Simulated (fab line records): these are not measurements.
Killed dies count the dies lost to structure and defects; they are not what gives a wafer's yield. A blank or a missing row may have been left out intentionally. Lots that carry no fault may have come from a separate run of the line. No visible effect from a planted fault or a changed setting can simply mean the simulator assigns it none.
What tool caused it? :: flow rit cmos :: 14 lots, 42 wafers sampled, at 3 steps of a route of 202

== WHAT THE GAUGES READ, wafer by wafer ==
RIT_NWELL_OVL_MEAS_06.
lot: L224
measured: day 1 21:50
on: overlay-02
NWELL_OVL (nm): -1.3 -0.1 -2.1

lot: L225
measured: day 2 03:05
on: overlay-02
NWELL_OVL (nm): -2.2 -0.8 -0.5

lot: L226
measured: day 2 08:35
on: overlay-02
NWELL_OVL (nm): 0.6 0.8 1.3

lot: L227
measured: day 2 11:12
on: overlay-02
NWELL_OVL (nm): 0.2 2.1 0.6

lot: L228
measured: day 2 17:19
on: overlay-02
NWELL_OVL (nm): 2.8 1.4 0.6

lot: L229
measured: day 2 21:31
on: overlay-02
NWELL_OVL (nm): -0.4 0.1 -0.3

lot: L231
measured: day 3 11:13
on: overlay-02
NWELL_OVL (nm): -1.0 -0.4 0.9

lot: L232
measured: day 3 15:42
on: overlay-01
NWELL_OVL (nm): -1.2 0.6 0.5

lot: L233
measured: day 3 17:45
on: overlay-01
NWELL_OVL (nm): 3.1 2.8 3.4

lot: L241
measured: day 5 11:16
on: overlay-02
NWELL_OVL (nm): 0.0 -0.6 -0.9

lot: L243
measured: day 5 22:22
on: overlay-01
NWELL_OVL (nm): -1.7 -0.1 0.0

lot: L244
measured: day 6 03:14
on: overlay-01
NWELL_OVL (nm): 1.2 2.2 -0.6

lot: L245
measured: day 6 07:43
on: overlay-01
NWELL_OVL (nm): 1.5 3.0 2.3

lot: L246
measured: day 6 15:47
on: overlay-02
NWELL_OVL (nm): 1.4 1.1 -0.1

RIT_GATE_OVL_MEAS_17.
lot: L224
measured: day 2 18:24
on: overlay-01
GATE_OVL (nm): -2.1 0.0 0.3

lot: L225
measured: day 2 20:03
on: overlay-02
GATE_OVL (nm): -2.2 0.1 -1.0

lot: L226
measured: day 3 01:41
on: overlay-01
GATE_OVL (nm): 0.0 -0.2 0.0

lot: L227
measured: day 3 06:02
on: overlay-01
GATE_OVL (nm): -1.4 -2.1 -2.0

lot: L228
measured: day 3 09:50
on: overlay-01
GATE_OVL (nm): -0.4 0.0 -0.9

lot: L229
measured: day 3 14:30
on: overlay-02
GATE_OVL (nm): 1.3 0.6 -0.2

lot: L231
measured: day 4 03:50
on: overlay-01
GATE_OVL (nm): 0.7 -1.6 -1.3

lot: L232
measured: day 4 08:08
on: overlay-01
GATE_OVL (nm): -1.5 0.1 -0.7

lot: L233
measured: day 4 10:29
on: overlay-01
GATE_OVL (nm): 0.1 0.1 -0.2

lot: L241
measured: day 6 04:15
on: overlay-01
GATE_OVL (nm): 1.2 2.3 2.1

lot: L243
measured: day 6 18:03
on: overlay-01
GATE_OVL (nm): -2.2 -2.5 -1.0

lot: L244
measured: day 6 21:32
on: overlay-01
GATE_OVL (nm): -1.3 -1.5 -0.6

lot: L245
measured: day 7 05:58
on: overlay-02
GATE_OVL (nm): 1.1 3.4 1.5

lot: L246
measured: day 7 10:43
on: overlay-02
GATE_OVL (nm): -0.3 -0.1 0.7

== TOOL THAT RAN EACH LOT (tool first, then ch and the chambers of the sampled wafers, then the start) ==
lot: L224
RIT_GATE_OXIDATION_05: furnace-02 ch 0, day 2 13:03

lot: L225
RIT_GATE_OXIDATION_05: furnace-02 ch 0, day 2 15:41

lot: L226
RIT_GATE_OXIDATION_05: furnace-02 ch 0, day 2 20:01

lot: L227
RIT_GATE_OXIDATION_05: furnace-03 ch 0, day 3 00:50

lot: L228
RIT_GATE_OXIDATION_05: furnace-03 ch 0, day 3 05:01

lot: L229
RIT_GATE_OXIDATION_05: furnace-03 ch 0, day 3 10:20

lot: L231
RIT_GATE_OXIDATION_05: furnace-03 ch 0, day 3 23:47

lot: L232
RIT_GATE_OXIDATION_05: furnace-02 ch 0, day 4 03:41

lot: L233
RIT_GATE_OXIDATION_05: furnace-01 ch 0, day 4 05:18

lot: L241
RIT_GATE_OXIDATION_05: furnace-01 ch 0, day 6 00:01

lot: L243
RIT_GATE_OXIDATION_05: furnace-03 ch 0, day 6 13:26

lot: L244
RIT_GATE_OXIDATION_05: furnace-02 ch 0, day 6 17:23

lot: L245
RIT_GATE_OXIDATION_05: furnace-02 ch 0, day 6 21:34

lot: L246
RIT_GATE_OXIDATION_05: furnace-03 ch 0, day 7 06:18
- RIT_GATE_OXIDATION_05: target thk 3 nm, ox time 270 s.

== AS READ BY THE TOOLS THEMSELVES (means over the sampled wafers that have a number; for cases with no such wafer, the mark the record gives instead) ==
RIT_GATE_OXIDATION_05.
lot: L224
tool: furnace-02
spike tc centre C (C): 900.7
spike tc source C (C): 923.0
tube center temp C (C): 900.01
tube_center_temp_C_max: 902.5

lot: L225
tool: furnace-02
spike tc centre C (C): 900.8
spike tc source C (C): 923.9
tube center temp C (C): 899.97
tube_center_temp_C_max: 902.6

lot: L226
tool: furnace-02
spike tc centre C (C): 899.9
spike tc source C (C): 923.6
tube center temp C (C): 900.03
tube_center_temp_C_max: 902.4

lot: L227
tool: furnace-03
spike tc centre C (C): 901.6
spike tc source C (C): 925.1
tube center temp C (C): 900.13
tube_center_temp_C_max: 902.5

lot: L228
tool: furnace-03
spike tc centre C (C): 902.7
spike tc source C (C): 925.1
tube center temp C (C): 899.99
tube_center_temp_C_max: 902.2

lot: L229
tool: furnace-03
spike tc centre C (C): 897.1
spike tc source C (C): 920.1
tube center temp C (C): 894.95
tube_center_temp_C_max: 897.3

lot: L231
tool: furnace-03
spike tc centre C (C): 897.3
spike tc source C (C): 920.0
tube center temp C (C): 895.03
tube_center_temp_C_max: 897.2

lot: L232
tool: furnace-02
spike tc centre C (C): 901.0
spike tc source C (C): 923.3
tube center temp C (C): 899.94
tube_center_temp_C_max: 902.3

lot: L233
tool: furnace-01
spike tc centre C (C): 902.3
spike tc source C (C): 922.6
tube center temp C (C): 900.05
tube_center_temp_C_max: 902.3

lot: L241
tool: furnace-01
spike tc centre C (C): 902.8
spike tc source C (C): 924.2
tube center temp C (C): 899.95
tube_center_temp_C_max: 902.3

lot: L243
tool: furnace-03
spike tc centre C (C): 901.8
spike tc source C (C): 926.1
tube center temp C (C): 899.97
tube_center_temp_C_max: 902.0

lot: L244
tool: furnace-02
spike tc centre C (C): 899.7
spike tc source C (C): 923.6
tube center temp C (C): 899.97
tube_center_temp_C_max: 902.2

lot: L245
tool: furnace-02
spike tc centre C (C): 901.0
spike tc source C (C): 923.6
tube center temp C (C): 900.06
tube_center_temp_C_max: 902.7

lot: L246
tool: furnace-03
spike tc centre C (C): 901.7
spike tc source C (C): 924.5
tube center temp C (C): 899.95
tube_center_temp_C_max: 902.0

== THE ANSWER, worked out from the rows above alone ==
Rule: usual is defined by the lots themselves. The widest of any qualifying gaps counts: lots, ordered by their means at a reading, are off when they make up no more than a third of the lots, leave a main group of 4 or more, and stand apart from it by 3 or more times the standard deviation of that group's means. If all means in a main group match to the digits the tables above print for the reading, that group is not used. Also off: a lot with no number at a reading for which 4 or more lots have one. Where the step has rows for the other lots, those lots are counted as sound. Order of review: gauges by route order, followed by the tools' own readings, for which a lot's mean as printed above is used. The first step at which some lot is off is used, and at that step the reading that is off furthest; a lot without a number counts as furthest.
Off: L229, L231, at RIT_GATE_OXIDATION_05 (tube center temp C). Mean 900.00 C and standard deviation 0.054 in the main group.
A tool fits if, at that step or a process step before it, it ran every lot that is off, and no sound lot after the first of them. Not one of the candidates tried fits.

== WHAT THE SIMULATOR HAD PUT IN ==
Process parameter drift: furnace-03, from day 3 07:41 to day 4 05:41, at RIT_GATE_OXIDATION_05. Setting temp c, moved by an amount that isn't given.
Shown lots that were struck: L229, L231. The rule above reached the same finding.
